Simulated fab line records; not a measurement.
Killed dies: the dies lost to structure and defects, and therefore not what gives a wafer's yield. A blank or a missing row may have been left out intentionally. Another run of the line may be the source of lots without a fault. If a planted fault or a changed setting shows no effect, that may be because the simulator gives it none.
Matching of chambers    flow berkeley_cmos170    4 sister chambers for UCB170_V1_CMP_02 on cmp-02
The step polishes SiO2. 4 wafers are shown with their chamber, then 9 later ones without.

EACH WAFER AND ITS CHAMBER
wafer   chamber  motor_current_A (A)
L654.5  0        13.2
L661.1  2        18.7
L661.2  1        14.0
L661.4  3        17.8

WAFERS WITHOUT THEIR CHAMBER
wafer   motor_current_A (A)
L662.3  17.0
L662.5  12.9
L662.6  13.4
L663.2  13.6
L663.4  13.5
L663.6  14.5
L665.1  17.8
L665.3  18.5
L665.5  14.0

THE CHAMBER EACH PASSED THROUGH
wafer    from the rows above       in truth
L662.3   3                         3
L662.5   0                         0
L662.6   can't be placed: 0 or 1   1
L663.2   can't be placed: 0 or 1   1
L663.4   can't be placed: 0 or 1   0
L663.6   1                         1
L665.1   3                         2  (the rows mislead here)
L665.3   can't be placed: 2 or 3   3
L665.5   1                         1
Placed correctly: 4 of 9. These rows do not allow placing 4 (true chamber among the candidates in 4). Wrongly placed: 1.
How it was worked out, from the rows above alone: a wafer's distance from a chamber is the root of the sum, over the readings, of the square of ((its reading less the chamber's mean) divided by the reading's scatter). If the next closest chamber is less than 2 further off than the closest, the wafer can't be placed; otherwise it belongs to the closest. The mean given for a chamber averages the wafers shown for that chamber. The scatter (one wafer shown for each chamber): square how far every hidden wafer sits from the nearest shown wafer, average those squares and take the square root.
